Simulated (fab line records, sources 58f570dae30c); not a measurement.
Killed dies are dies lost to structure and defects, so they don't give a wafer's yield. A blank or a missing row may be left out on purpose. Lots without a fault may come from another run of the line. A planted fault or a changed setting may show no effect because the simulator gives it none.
Split-lot experiment | flow berkeley_cmos170 | 5 lots, 23 wafers read, on a route of 331 steps

THE SPLIT
At UCB170_GATE_CVD_04 (deposits poly-Si from SiH4, time 1440 s, target thk 214 nm), the setting temp_c was moved away from the recipe's 610 C on 20 of the 23 wafers read, by -2.2% to +2.5%. The other wafers ran this setting at the recipe's value.

The file shows no step between the split and the reading.

THE READING
GATE_POLY_THK, in nm, at UCB170_GATE_THK_MEAS_05. Fault-free wafers of this fab line usually give 214.2 nm, standard deviation 1.9 nm.

wafer  | tool, chamber at the split | temp_c as run, C | against the recipe | GATE_POLY_THK, nm | against lot-mates on the recipe
L074.1 | -, -                       | 599.8            | -1.7%              | 169.2             | no lot-mate on the recipe
L074.2 | -, -                       | 599.8            | -1.7%              | 170.0             | no lot-mate on the recipe
L074.3 | -, -                       | 599.8            | -1.7%              | 168.8             | no lot-mate on the recipe
L074.4 | -, -                       | 599.8            | -1.7%              | 169.5             | no lot-mate on the recipe
L074.6 | -, -                       | 599.8            | -1.7%              | 168.5             | no lot-mate on the recipe
L076.2 | lpcvd-01, 0                | 610              | recipe             | 211.6             | -
L076.3 | lpcvd-01, 0                | 610              | recipe             | 213.0             | -
L076.5 | lpcvd-01, 0                | 610              | recipe             | 214.5             | -
L078.1 | -, -                       | 602.9            | -1.2%              | 179.7             | no lot-mate on the recipe
L078.3 | -, -                       | 602.9            | -1.2%              | 180.9             | no lot-mate on the recipe
L078.4 | -, -                       | 602.9            | -1.2%              | 179.4             | no lot-mate on the recipe
L078.5 | -, -                       | 602.9            | -1.2%              | 177.9             | no lot-mate on the recipe
L078.6 | -, -                       | 602.9            | -1.2%              | 179.7             | no lot-mate on the recipe
L079.1 | -, -                       | 625.1            | +2.5%              | 303.4             | no lot-mate on the recipe
L079.2 | -, -                       | 625.1            | +2.5%              | 306.8             | no lot-mate on the recipe
L079.3 | -, -                       | 625.1            | +2.5%              | 307.1             | no lot-mate on the recipe
L079.5 | -, -                       | 625.1            | +2.5%              | 304.9             | no lot-mate on the recipe
L079.6 | -, -                       | 625.1            | +2.5%              | 306.5             | no lot-mate on the recipe
L080.1 | -, -                       | 596.8            | -2.2%              | 155.2             | no lot-mate on the recipe
L080.3 | -, -                       | 596.8            | -2.2%              | 157.0             | no lot-mate on the recipe
L080.4 | -, -                       | 596.8            | -2.2%              | 153.9             | no lot-mate on the recipe
L080.5 | -, -                       | 596.8            | -2.2%              | 154.8             | no lot-mate on the recipe
L080.6 | -, -                       | 596.8            | -2.2%              | 155.6             | no lot-mate on the recipe

THE FIT
A straight line over all 23 wafers: GATE_POLY_THK changes by +32.7 nm for each +1% of temp_c; r = +1.00; the points scatter about the line by 4.9 nm.
Too few moved wafers have a lot-mate on the recipe to fit a line with each lot's own level taken away.

THE WHOLE CHAIN: every reading that the file lists as answering this split, in the file's order
step                    | what it does                                               | reading                                                                        | change (the file's fit)              | r (the file's)
UCB170_GATE_CVD_04      | deposits poly-Si from SiH4, time 1440 s, target thk 214 nm | poly-Si_of_GATE_CVD_04.thk_nm (the simulator's own value, which no gauge read) | +32.7 nm for each +1% of the setting | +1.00
UCB170_GATE_THK_MEAS_05 |                                                            | GATE_POLY_THK                                                                  | +32.7 for each +1% of the setting    | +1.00

THE FILE'S OWN FIT
GATE_POLY_THK changes by +32.7 nm for each +1% of temp_c, r = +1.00.
